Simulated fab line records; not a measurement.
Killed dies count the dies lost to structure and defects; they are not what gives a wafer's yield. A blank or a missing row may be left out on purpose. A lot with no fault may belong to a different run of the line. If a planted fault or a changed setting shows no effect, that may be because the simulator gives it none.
fab line records	flow rit-cmos
[record] lots = 14	wafers = 42	last-day = 7
route steps=202 shown NLDD@111 M1@202
lots with no fault: from the same line, run without faults
start-h: hours from the record's opening day to when the first of the lot's shown wafers began	wait-h: hours from the lot's prior step to this one	" as in the row above	L1.1+2: a row that stands for several wafers	- no value, or no start given	* or withheld: withheld	< > ~ a bound
route shown NAME@n: names a module that has steps shown in the file, with the first one's number in the route	usual: the fault-free wafers' mean and standard deviation	same: alike in all rows	chamber/n: place in a boat	sites: the reading at each site	_std_site: how widely they spread, as a standard deviation	_edge_site: inner sites' mean taken away from outer sites' mean	radius-mm: for every site, how far away it sits from the centre of the wafer	mask NAME#n: copy n	behind: the last tool/chamber to shape the wafer	hold: why the lot was held/for how many hours/how that ended	device: the n, p or np transistor that did not switch	end of line: the tests these same wafers got at the end of their route	step lacking rows: just its recipe	killed: dies lost to structure and defects at the first sort, not the wafer's yield	map: the dies of a wafer, with x for killed, . for not killed, _ for no die there
set.NAME: the run value of the setting; set.NAME@STEP: its run value at that earlier step	model.NAME: the simulator's own value behind a step, which no gauge read
the route's steps for a sample of lots (tables are steps, rows are wafers)
services: when a tool's chamber went out of use (start-h, in hours from the record's first day, below 0 if earlier), for how many hours, and the reason
[[steps]]
[step RIT_NLDD_IMPLANT_08]
[recipe] species = P	energy-kev = 20	dose-cm2 = 5e+14	tilt-deg = 7
[usual] dose-ions-cm2 = 5e+14/5.3e+11	faraday-current-uA = 1578/29
lot.wafer	tool	chamber	start-h	wait-h	dose-ions-cm2	faraday-current-uA
L969.3	implanter-04	0	46.47	0.1	5.002e+14	1569
L969.5	"	0	"	"	4.991e+14	1567
L969.6	"	0	"	"	5.002e+14	1580
L971.1	implanter-04	0	58.09	0.1	5.009e+14	1613
L971.2	"	0	"	"	5.002e+14	1590
L971.3	"	0	"	"	5.004e+14	1592
L972.1	implanter-02	0	61.43	0.1	5e+14	1617
L972.2	"	0	"	"	4.998e+14	1604
L972.6	"	0	"	"	5.002e+14	1640
L973.2	implanter-02	0	67.38	0.1	5.001e+14	1561
L973.3	"	0	"	"	4.999e+14	1540
L973.4	"	0	"	"	5.002e+14	1600
L974.1	implanter-02	0	73.73	0.1	4.992e+14	1643
L974.2	"	0	"	"	5.008e+14	1560
L974.4	"	0	"	"	4.998e+14	1577
L975.3	implanter-01	0	78.99	0.1	4.997e+14	1632
L975.5	"	0	"	"	4.995e+14	1566
L975.6	"	0	"	"	4.996e+14	1568
L980.1	implanter-02	0	103.04	0.1	7.307e+14	2364
L980.5	"	0	"	"	7.313e+14	2314
L980.6	"	0	"	"	7.304e+14	2305
L981.1	implanter-02	0	108.04	0.1	7.299e+14	2413
L981.3	"	0	"	"	7.307e+14	2289
L981.4	"	0	"	"	7.307e+14	2266
L983.1	implanter-01	0	117.32	0.1	4.994e+14	1552
L983.2	"	0	"	"	4.996e+14	1595
L983.4	"	0	"	"	4.993e+14	1583
L985.1	implanter-04	0	127.45	0.1	4.996e+14	1593
L985.3	"	0	"	"	4.998e+14	1563
L985.6	"	0	"	"	4.993e+14	1494
L987.1	implanter-01	0	137.89	0.1	4.995e+14	1603
L987.2	"	0	"	"	4.999e+14	1560
L987.5	"	0	"	"	5.007e+14	1556
L988.3	implanter-01	0	141.82	0.1	5.008e+14	1550
L988.4	"	0	"	"	5.005e+14	1543
L988.5	"	0	"	"	4.997e+14	1592
L989.3	implanter-01	0	146.92	0.1	4.996e+14	1610
L989.4	"	0	"	"	5.004e+14	1550
L989.5	"	0	"	"	5e+14	1595
L990.3	implanter-01	0	154.75	0.1	4.993e+14	1514
L990.4	"	0	"	"	5.001e+14	1584
L990.5	"	0	"	"	5e+14	1566
[step RIT_NLDD_TW_MEAS_10]
[usual] NLDD_TW = 2468/33
lot.wafer	tool	chamber	start-h	wait-h	hold	NLDD_TW
L969.3	film-metro-03	-	46.76	0.1	-	2495
L969.5	"	-	"	"	-	2505
L969.6	"	-	"	"	-	2499
L971.1	film-metro-02	-	58.41	0.1	-	2453
L971.2	"	-	"	"	-	2449
L971.3	"	-	"	"	-	2452
L972.1	film-metro-03	-	61.76	0.1	-	2527
L972.2	"	-	"	"	-	2514
L972.6	"	-	"	"	-	2514
L973.2	film-metro-02	-	67.69	0.1	-	2445
L973.3	"	-	"	"	-	2438
L973.4	"	-	"	"	-	2453
L974.1	film-metro-02	-	74.06	0.1	-	2421
L974.2	"	-	"	"	-	2416
L974.4	"	-	"	"	-	2427
L975.3	film-metro-03	-	79.28	0.1	-	2513
L975.5	"	-	"	"	-	2501
L975.6	"	-	"	"	-	2499
L980.1	film-metro-02	-	103.36	0.1	await-dispo/0.2h/release	2672
L980.5	"	-	"	"	await-dispo/0.2h/release	2690
L980.6	"	-	"	"	await-dispo/0.2h/release	2684
L980.1	film-metro-02	-	103.59	0.2	-	2686
L980.5	"	-	"	"	-	2673
L980.6	"	-	"	"	-	2673
L981.1	film-metro-04	-	108.37	0.1	await-dispo/0.2h/release	2726
L981.3	"	-	"	"	await-dispo/0.2h/release	2711
L981.4	"	-	"	"	await-dispo/0.2h/release	2707
L981.1	film-metro-04	-	108.59	0.2	-	2714
L981.3	"	-	"	"	-	2697
L981.4	"	-	"	"	-	2715
L983.1	film-metro-03	-	117.64	0.1	-	2504
L983.2	"	-	"	"	-	2505
L983.4	"	-	"	"	-	2501
L985.1	film-metro-04	-	127.77	0.1	-	2480
L985.3	"	-	"	"	-	2486
L985.6	"	-	"	"	-	2472
L987.1	film-metro-03	-	138.21	0.1	-	2495
L987.2	"	-	"	"	-	2488
L987.5	"	-	"	"	-	2485
L988.3	film-metro-04	-	142.12	0.1	-	2490
L988.4	"	-	"	"	-	2481
L988.5	"	-	"	"	-	2474
L989.3	film-metro-02	-	147.21	0.1	-	2438
L989.4	"	-	"	"	-	2440
L989.5	"	-	"	"	-	2433
L990.3	film-metro-02	-	155.05	0.1	-	2429
L990.4	"	-	"	"	-	2413
L990.5	"	-	"	"	-	2425
[step RIT_SDANNEAL_RS_MEAS_07]
[recipe] thk-meas-gauge = four-point-probe
[usual] NLDD_RS = 151.9/0.6
lot.wafer	tool	chamber	start-h	wait-h	hold	NLDD_RS[ohm/sq]
L969.3	film-metro-02	-	54.51	0.1	-	152.2
L969.5	"	-	"	"	-	152.8
L969.6	"	-	"	"	-	152.3
L971.1	film-metro-03	-	66.26	0.1	-	151.9
L971.2	"	-	"	"	-	151.3
L971.3	"	-	"	"	-	152.2
L972.1	film-metro-02	-	69.82	0.1	-	150.8
L972.2	"	-	"	"	-	150.6
L972.6	"	-	"	"	-	150.8
L973.2	film-metro-04	-	75.69	0.1	-	151.8
L973.3	"	-	"	"	-	151.7
L973.4	"	-	"	"	-	151.8
L974.1	film-metro-03	-	81.87	0.1	-	152.3
L974.2	"	-	"	"	-	152.2
L974.4	"	-	"	"	-	152.6
L975.3	film-metro-02	-	88.59	0.1	-	151.3
L975.5	"	-	"	"	-	151.5
L975.6	"	-	"	"	-	151.7
L980.1	film-metro-03	-	114.41	0.1	await-dispo/0.2h/release	111.9
L980.5	"	-	"	"	await-dispo/0.2h/release	111.8
L980.6	"	-	"	"	await-dispo/0.2h/release	111.9
L980.1	film-metro-03	-	114.70	0.3	-	111.9
L980.5	"	-	"	"	-	111.6
L980.6	"	-	"	"	-	111.8
L981.1	film-metro-04	-	125.24	0.1	await-dispo/0.2h/release	112.0
L981.3	"	-	"	"	await-dispo/0.2h/release	111.8
L981.4	"	-	"	"	await-dispo/0.2h/release	111.9
L981.1	film-metro-04	-	125.52	0.3	-	111.7
L981.3	"	-	"	"	-	112.0
L981.4	"	-	"	"	-	111.9
L983.1	film-metro-03	-	125.41	0.1	-	151.4
L983.2	"	-	"	"	-	151.4
L983.4	"	-	"	"	-	151.3
L985.1	film-metro-02	-	135.70	0.1	-	151.5
L985.3	"	-	"	"	-	151.9
L985.6	"	-	"	"	-	151.4
L987.1	film-metro-03	-	146.02	0.1	-	152.2
L987.2	"	-	"	"	-	152.1
L987.5	"	-	"	"	-	152.3
L988.3	film-metro-03	-	150.64	0.1	-	152.9
L988.4	"	-	"	"	-	152.9
L988.5	"	-	"	"	-	153.2
L989.3	film-metro-03	-	155.05	0.1	-	151.0
L989.4	"	-	"	"	-	150.7
L989.5	"	-	"	"	-	150.9
L990.3	film-metro-03	-	162.86	0.1	-	152.3
L990.4	"	-	"	"	-	152.5
L990.5	"	-	"	"	-	153.0
[step RIT_M1_PROBE_99]
[usual] defect-limited-yield = 97.5/1.2	killed-at-contacts = 0.1/0.24	killed-at-front-end = 7/3.1	killed-dies = 7/3.1	killed-open = 3.3/2	killed-short = 3.4/2.1	sort_bin_3_pad_short = 0.1/0.21	sort_bin_5_function = 1.4/0.79	sort_bin_6_memory = 1.0/0.65	sort-n-pass = 257/3.1	sort-yield-pct = 97.5/1.2
[same] gross-dies = 264	killed_at_M0_to_M3 = 0	killed_at_M4_up = 0	killed-at-back-side = 0	killed-at-other = 0
lot.wafer	tool	chamber	start-h	wait-h	defect-limited-yield[%]	killed-at-contacts	killed-at-front-end	killed-dies	killed-open	killed-short	sort_bin_3_pad_short[%]	sort_bin_5_function[%]	sort_bin_6_memory[%]	sort-n-pass	sort-yield-pct[%]
L973.2	prober-02	-	82.81	0.1	95.5	0	12	12	4	8	0	3.8	0.8	252	95.5
L973.3	prober-02	-	82.86	0.2	95.8	0	11	11	4	7	0.4	1.5	2.3	253	95.8
L973.4	prober-02	-	82.91	0.2	98.1	0	5	5	2	3	0.4	0.4	1.1	259	98.1
L974.1	prober-01	-	88.94	0.1	95.5	0	12	12	6	6	0	2.7	1.9	252	95.5
L974.2	prober-01	-	88.99	0.1	96.2	0	10	10	4	6	0	3.4	0.4	254	96.2
L974.4	prober-01	-	89.09	0.2	97.7	0	6	6	4	2	0	0.8	1.5	258	97.7
L983.1	prober-01	-	132.64	0.1	96.6	0	9	9	3	6	0	2.3	1.1	255	96.6
L983.2	prober-01	-	132.69	0.1	98.1	1	4	5	1	4	0	1.5	0.4	259	98.1
L983.4	prober-01	-	132.79	0.2	98.9	0	3	3	2	1	0	0.4	0.8	261	98.9
L985.1	prober-01	-	143.67	0.1	97.3	0	7	7	3	4	0	2.3	0.4	257	97.3
L985.3	prober-01	-	143.77	0.2	98.9	0	3	3	1	2	0	0.4	0.8	261	98.9
L985.6	prober-01	-	143.92	0.2	99.2	0	2	2	0	2	0	0.8	0	262	99.2
L987.1	prober-01	-	153.67	0.1	96.2	0	10	10	8	2	0	2.3	1.5	254	96.2
L987.2	prober-01	-	153.72	0.1	97.3	0	7	7	2	5	0	1.9	0.8	257	97.3
L987.5	prober-01	-	153.87	0.2	96.6	0	9	9	2	7	0	2.3	1.1	255	96.6
// killed by level:class
L973.2 FOX2:geometric-particle:short=3 GATE:geometric-particle:short=3 GATE:geometric-particle:open=2 FOX1:geometric-particle:short=1 FOX2:geometric-particle:open=1 SILICIDE:geometric-particle:open=1 SILICIDE:geometric-particle:short=1
L973.3 FOX2:geometric-particle:short=3 FOX2:geometric-particle:open=2 GATE:geometric-particle:open=2 SILICIDE:geometric-particle:short=2 FOX1:geometric-particle:short=1 GATE:geometric-particle:short=1
L973.4 REOX:geometric-particle:short=1 SPACER:geometric-particle:short=1 SPACER:geometric-particle:open=1 SILICIDE:geometric-particle:open=1 SILICIDE:geometric-particle:short=1
L974.1 GATE:geometric-particle:short=2 GATE:geometric-particle:open=2 REOX:geometric-particle:short=2 SILICIDE:geometric-particle:open=2 FOX2:geometric-particle:short=1 REOX:geometric-particle:open=1 SPACER:geometric-particle:open=1 SILICIDE:geometric-particle:short=1
L974.2 REOX:geometric-particle:short=4 FOX2:geometric-particle:open=2 GATE:geometric-particle:short=2 FOX1:geometric-particle:open=1 SILICIDE:geometric-particle:open=1
L974.4 SPACER:geometric-particle:short=2 FOX1:geometric-particle:open=1 GATE:geometric-particle:open=1 SPACER:geometric-particle:open=1 SILICIDE:geometric-particle:open=1
L983.1 GATE:geometric-particle:short=2 GATE:geometric-particle:open=2 REOX:geometric-particle:short=2 FOX1:geometric-particle:short=1 REOX:geometric-particle:open=1 SPACER:geometric-particle:short=1
L983.2 FOX2:geometric-particle:short=2 GATE:geometric-particle:short=1 GATE:geometric-particle:open=1 CONTACT:geometric-particle:short=1
L983.4 FOX1:geometric-particle:open=1 FOX2:geometric-particle:open=1 SPACER:geometric-particle:short=1
L985.1 GATE:geometric-particle:open=3 REOX:geometric-particle:short=2 FOX1:geometric-particle:short=1 GATE:geometric-particle:short=1
L985.3 GATE:geometric-particle:open=1 GATE:geometric-particle:short=1 REOX:geometric-particle:short=1
L985.6 GATE:geometric-particle:short=1 REOX:geometric-particle:short=1
L987.1 GATE:geometric-particle:open=4 FOX1:geometric-particle:short=2 ACTIVE:geometric-particle:open=1 FOX1:geometric-particle:open=1 FOX2:geometric-particle:open=1 REOX:geometric-particle:open=1
L987.2 FOX1:geometric-particle:short=2 GATE:geometric-particle:short=2 GATE:geometric-particle:open=1 REOX:geometric-particle:open=1 SPACER:geometric-particle:short=1
L987.5 GATE:geometric-particle:short=3 SILICIDE:geometric-particle:short=3 GATE:geometric-particle:open=2 SPACER:geometric-particle:short=1
[[services]]
tool	chamber	start-h	hours	kind
implanter-02	-	26.74	22.5	pm
implanter-02	-	50.03	2.4	repair
implanter-02	-	55.00	3.4	repair
implanter-01	-	74.87	3.6	repair
implanter-02	-	81.78	3.4	repair
implanter-02	-	88.69	4.7	pm
implanter-01	-	93.99	6.3	repair
implanter-04	-	96.84	23.2	pm
implanter-02	-	115.87	0.6	repair
[[key]]
[first-sign] step = RIT_NLDD_IMPLANT_08	reading = dose-ions-cm2	direction = up	sigmas = 99+	usual = 5e+14	struck = 7.306e+14
[effect] step = RIT_NLDD_IMPLANT_08	reading = faraday-current-uA	direction = up	sigmas = 25	usual = 1578	struck = 2325
[effect] step = RIT_NLDD_TW_MEAS_10	reading = visit	direction = added
[effect] step = RIT_NLDD_TW_MEAS_10	reading = NLDD_TW	direction = up	sigmas = 7.1	usual = 2468	struck = 2698
[effect] step = RIT_SDANNEAL_RS_MEAS_07	reading = NLDD_RS	direction = down	sigmas = 67	usual = 151.9	struck = 111.9
met-at RIT_NLDD_IMPLANT_08
struck-lots L980,L981
scrapped-behind RIT_SDANNEAL_RS_MEAS_07 L980.1,L980.5,L980.6,L981.1,L981.3,L981.4
onset-between 73.73 103.04
[fault] kind = process-parameter-drift	tool = implanter-02	chamber = -	onset-h = 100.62	steps = RIT_NLDD_IMPLANT_08	channel = dose-cm2	offset = 2.3057e+14	shape = step	end-h = 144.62	acts-in = these-recipes-only	stated = 5e+14
